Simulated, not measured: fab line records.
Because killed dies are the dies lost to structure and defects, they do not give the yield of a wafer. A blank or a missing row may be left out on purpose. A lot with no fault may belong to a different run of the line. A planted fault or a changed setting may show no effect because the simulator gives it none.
Which tool is to blame? + flow berkeley-cmos170 + 33 wafers from 11 lots sampled at 4 of the route's 331 steps

WHAT THE GAUGES READ, wafer by wafer
UCB170_START_BOW_MEAS_00.
| lot  | measured    | on            | INCOMING_BOW (um) |
|------|-------------|---------------|-------------------|
| L529 | day 1 10:00 | film-metro-02 | -2 -2 6           |
| L530 | day 1 15:00 | film-metro-03 | 5 -4 7            |
| L531 | day 1 20:00 | film-metro-02 | 10 -7 -1          |
| L532 | day 2 01:01 | film-metro-03 | 9 -4 -11          |
| L533 | day 2 06:00 | film-metro-02 | -4 -2 -6          |
| L534 | day 2 11:02 | film-metro-03 | 8 0 6             |
| L535 | day 2 16:01 | film-metro-04 | -10 -7 -10        |
| L538 | day 3 07:04 | film-metro-04 | -4 1 5            |
| L539 | day 3 12:01 | film-metro-04 | -1 4 -6           |
| L541 | day 3 22:01 | film-metro-03 | -5 6 -3           |
| L552 | day 6 05:00 | film-metro-02 | 8 -6 -8           |

UCB170_ACTIVE_THK_MEAS_06.
| lot  | measured    | on            | ACTIVE_NITRIDE_THK (nm)             |
|------|-------------|---------------|-------------------------------------|
| L529 | day 4 02:12 | film-metro-02 | 222.9 223.3 224.8                   |
| L530 | day 4 11:09 | film-metro-03 | 219.0 220.1 220.9                   |
| L531 | day 4 22:25 | film-metro-04 | 219.3 219.5 221.0                   |
| L532 | day 4 22:25 | film-metro-03 | 218.3 219.5 220.1                   |
| L533 | day 5 03:40 | film-metro-04 | 221.5 222.1 221.9                   |
| L534 | day 5 15:04 | film-metro-03 | 218.8 218.6 217.6                   |
| L535 | day 5 15:05 | film-metro-02 | 221.0 220.8 221.8                   |
| L538 | day 6 04:35 | film-metro-04 | 223.5 223.4 221.1                   |
| L539 | day 6 12:03 | film-metro-02 | 231.8 232.9 230.9 231.6 233.0 230.9 |
| L541 | day 6 22:30 | film-metro-02 | 219.6 218.0 218.3                   |
| L552 | day 9 07:35 | film-metro-03 | 221.1 221.6 220.8                   |

WHICH TOOL RAN EACH LOT (tool, then ch and the chambers of the sampled wafers, then the start)
| lot  | UCB170_ZERO_ETCH_06               | UCB170_ACTIVE_CVD_05       |
|------|-----------------------------------|----------------------------|
| L529 | rie-diel-03 ch 0,1,2, day 1 21:08 | lpcvd-01 ch 0, day 4 00:17 |
| L530 | rie-diel-04 ch 0,1,2, day 2 01:25 | lpcvd-02 ch 0, day 4 09:14 |
| L531 | rie-diel-03 ch 0,1,2, day 2 06:38 | lpcvd-01 ch 1, day 4 20:30 |
| L532 | rie-diel-02 ch 0,2,3, day 2 10:20 | lpcvd-01 ch 1, day 4 20:30 |
| L533 | rie-diel-04 ch 0,3, day 2 16:01   | lpcvd-02 ch 0, day 5 01:45 |
| L534 | rie-diel-04 ch 2,3, day 2 22:32   | lpcvd-02 ch 0, day 5 12:11 |
| L535 | rie-diel-03 ch 2,3, day 3 01:39   | lpcvd-02 ch 1, day 5 12:11 |
| L538 | rie-diel-03 ch 0,1,2, day 3 18:07 | lpcvd-01 ch 0, day 6 02:38 |
| L539 | rie-diel-03 ch 0,2, day 3 20:02   | lpcvd-01 ch 0, day 6 10:07 |
| L541 | rie-diel-03 ch 0,2,3, day 4 07:49 | lpcvd-02 ch 1, day 6 20:34 |
| L552 | rie-diel-04 ch 0,2, day 6 14:29   | lpcvd-02 ch 1, day 9 05:37 |
- UCB170_ZERO_ETCH_06: etches SiO2 in CHF3/CF4/Ar, time 12 s.
- UCB170_ACTIVE_CVD_05: deposits Si3N4 from SiH2Cl2/NH3, target thk 220 nm, time 3300 s.

AS READ BY THE TOOLS THEMSELVES (means over the sampled wafers that have a number; for cases with no such wafer, the mark the record gives instead)
UCB170_ZERO_ETCH_06.
| lot  | tool        | drypump-motor-current-A (A) | oes-product-au (a.u.) | rf-fwd-power-W (W) | throttle-valve-pct (%) |
|------|-------------|-----------------------------|-----------------------|--------------------|------------------------|
| L529 | rie-diel-03 | 6.4                         | 0.616                 | 487.7              | 9.26                   |
| L530 | rie-diel-04 | 5.3                         | 0.623                 | 491.2              | 9.15                   |
| L531 | rie-diel-03 | 6.3                         | 0.614                 | 489.5              | 9.26                   |
| L532 | rie-diel-02 | 5.2                         | 0.615                 | 491.3              | 9.20                   |
| L533 | rie-diel-04 | 5.9                         | 0.612                 | 493.9              | 9.21                   |
| L534 | rie-diel-04 | 5.8                         | 0.614                 | 490.9              | 9.13                   |
| L535 | rie-diel-03 | 6.4                         | 0.619                 | 488.2              | 9.22                   |
| L538 | rie-diel-03 | 6.3                         | 0.620                 | 489.0              | 9.26                   |
| L539 | rie-diel-03 | 6.5                         | 0.617                 | 489.2              | 9.25                   |
| L541 | rie-diel-03 | 6.4                         | 0.621                 | 489.2              | 9.25                   |
| L552 | rie-diel-04 | 5.6                         | 0.627                 | 493.9              | 9.21                   |

THE ANSWER, worked out from the rows above alone
Rule: usual is defined by the lots themselves. Put in order of their means at a reading, lots are off if they are a third of the lots or fewer, leave a main group of 4 or more, and stand apart from it by a gap of 3 or more times the standard deviation of the main group's means; of several such gaps the widest counts. Not used: any main group whose means are identical at the precision the tables above print for the reading. A lot without any number at a reading at which 4 lots or more have one is off too. All remaining lots with rows at the step are treated as sound. Order of review: gauges by route order, followed by the tools' own readings, for which a lot's mean as printed above is used. The first step at which some lot is off is used, and at that step the reading that is off furthest; a lot without a number counts as furthest.
Off: at UCB170_ACTIVE_THK_MEAS_06 (ACTIVE_NITRIDE_THK), L539. Mean 220.7 nm and standard deviation 1.7 in the main group.
If a tool, at a process step before that reading, ran all the lots that are off and no sound lot after the first of them, it fits. The gauges at UCB170_ACTIVE_THK_MEAS_06 are tried like those tools. One fits: UCB170_ACTIVE_CVD_05 on lpcvd-01. A fault onset in the window from L538 (day 6 02:38, its last sound lot) to L539 (day 6 10:07, its first lot off) fits.

WHAT THE SIMULATOR HAD PUT IN
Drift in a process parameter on lpcvd-01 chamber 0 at UCB170_ACTIVE_CVD_05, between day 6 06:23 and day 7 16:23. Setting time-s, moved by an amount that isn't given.
Shown lots that were struck: L539. Same finding as the rule above.
